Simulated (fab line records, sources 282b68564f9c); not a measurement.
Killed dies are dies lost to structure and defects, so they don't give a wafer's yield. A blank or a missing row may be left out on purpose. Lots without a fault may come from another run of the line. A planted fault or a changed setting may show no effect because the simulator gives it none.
Problem report in the 8D (eight disciplines) form, filled by code | flow rit_cmos | the parts of the form that need people (team, actions taken, sign-off) are left out

1. THE PROBLEM
PSD_OVL at RIT_PSD_OVL_MEAS_06 reads a mean of -149.8 nm on 12 wafers of 4 lots; wafers without a fault read -0.9 nm with a standard deviation of 1.3. That is -99 or more standard deviations from the usual mean.
First seen on wafer L254.3, day 5 20:30, on overlay-02. The record holds 48 wafers of 16 lots with a number at this step. Rule for "out", or "out of limits": more than 4 standard deviations from the usual mean. The other wafers with a number count as sound.

2. WHAT IT IS AND WHAT IT IS NOT
question                    | is                     | is not
which readings at this step | PSD_OVL                | -
which lots                  | L254, L255, L257, L258 | L241, L242, L243, L244, L245, L246, L247, L248, L249, L250, L261, L264
which wafers of those lots  | all that have a number | -
read on which gauges        | overlay-01, overlay-02 | -
when                        | from day 5 20:30       | up to then (30 sound wafers); but 6 sound wafers of L261, L264 came after

3. SUSPECTS, AND WHAT RULES EACH OUT
Counting: a tool at a process step up to the reading stays a suspect if it ran every lot that is out and no sound lot after the first of them.
- the gauge at RIT_PSD_OVL_MEAS_06: ruled out. The wafers that are out were read on 2 gauges (overlay-01, overlay-02).
- iline_stepper-02 at RIT_PSD_EXPOSE_03 (exposes mask M10, target cd 40900 nm): kept. It ran every lot that is out, first L254 (day 5 20:08), and no sound lot after that; its last sound lot up to then is L249 (day 4 17:25).
Left after counting: iline_stepper-02 at RIT_PSD_EXPOSE_03.

4. THE CAUSE (what the simulator had put in)
Scanner matching overlay: iline_stepper-02, from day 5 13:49 on, at RIT_PSD_EXPOSE_03. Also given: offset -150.
Counting left only this tool.

5. THE CHAIN OF EFFECTS, in route order
Each row: a reading whose mean over the struck wafers that have a number lies more than 3 standard deviations from the usual. Only readings for which the record gives a usual standard deviation are gone through. hours: the time from each lot's start at the first step in this table that gives one to its start at this step, as a median over the lots. sigmas: the change in usual standard deviations.
hours | step                | reading | usual   | on struck wafers | change | sigmas
0     | RIT_PSD_OVL_MEAS_06 | PSD_OVL | -0.9 nm | -149.8           | -148.8 | -99 or more

6. WHAT WOULD HAVE CAUGHT IT SOONER
In this record the first reading out of limits at a measuring or inspecting step was taken at day 5 20:30, 7 hours after the fault began at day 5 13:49.
Of the lots that are out (4), L255, L257, L258 began RIT_PSD_EXPOSE_03 on iline_stepper-02 after day 5 20:30. A hold on the tool at that time would have spared those 3.
